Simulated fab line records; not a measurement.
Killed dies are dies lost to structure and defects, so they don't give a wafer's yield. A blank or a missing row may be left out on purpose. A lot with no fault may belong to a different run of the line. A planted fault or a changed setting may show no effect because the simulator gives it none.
8D (eight disciplines) problem report, filled in by code ; flow rit-cmos ; the parts of the form that need people (team, actions taken, sign-off) are left out

1. THE ISSUE
At RIT_GATE_ETCH_19, oes-product-au averages 0.943 a.u. over 6 wafers from 2 lots, while fault-free wafers read 0.843 a.u., standard deviation 0.013. That is +7.7 standard deviations from the usual mean.
The step: etches poly-Si in SF6/CHF3/O2, stops on SiO2, time 165 s, target depth 312.5 nm.
First observed at day 5 13:19: wafer L844.1, on rie-si-02. The record has a number at this step for 18 wafers belonging to 6 lots. Rule for "out", or "out of limits": more than 4 standard deviations from the usual mean. All remaining wafers that have a number are taken as sound.

2. WHAT IT IS, AND WHAT IT ISN'T
question;is;is not
which readings at this step;oes-product-au;drypump-motor-current-A, rf-fwd-power-W, throttle-valve-pct
which lots;L844, L846;L830, L839, L843, L853
which wafers of those lots;all that have a number;-
read on which tools;rie-si-02;rie-si-01
when;from day 5 13:19;"up to then (9 sound wafers); but 3 sound wafers of L853 came after"

3. SUSPECTS, AND WHAT RULES EACH OUT
Counting: a tool at a process step up to the reading stays a suspect if it ran every lot that is out and no sound lot after the first of them.
- rie-si-02 at RIT_GATE_ETCH_19 (etches poly-Si in SF6/CHF3/O2, stops on SiO2, time 165 s, target depth 312.5 nm): kept. Every lot that is out went through it, starting with L844 (day 5 13:19), and after that it ran no sound lot; the last sound lot it ran before then is L830 (day 2 12:32). On those wafers its own readings are out: oes-product-au.
Remaining after the count: rie-si-02 at RIT_GATE_ETCH_19.

4. THE CAUSE (what the simulator had put in)
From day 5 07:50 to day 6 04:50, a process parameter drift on rie-si-02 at RIT_GATE_ETCH_19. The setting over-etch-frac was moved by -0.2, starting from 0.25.
Counting left only this tool.

5. THE CHAIN OF EFFECTS, in route order
One row per reading whose mean, taken over the struck wafers that have a number, lies over 3 standard deviations from the usual. Only readings for which the record gives a usual standard deviation are gone through. hours: the time from each lot's start at the first step in this table that gives one to its start at this step, as a median over the lots. sigmas: the change in usual standard deviations.
hours;step;reading;usual;on struck wafers;change;sigmas
0;RIT_GATE_ETCH_19;oes-product-au;0.843 a.u.;0.943;+0.100;+7.7
It contains these process steps:
- RIT_GATE_ETCH_19: etches poly-Si in SF6/CHF3/O2, stops on SiO2, time 165 s, target depth 312.5 nm.

6. HOW IT WOULD HAVE BEEN CAUGHT EARLIER
First out-of-limits reading in this record: day 5 13:19, which is 5 hours after fault onset at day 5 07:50.
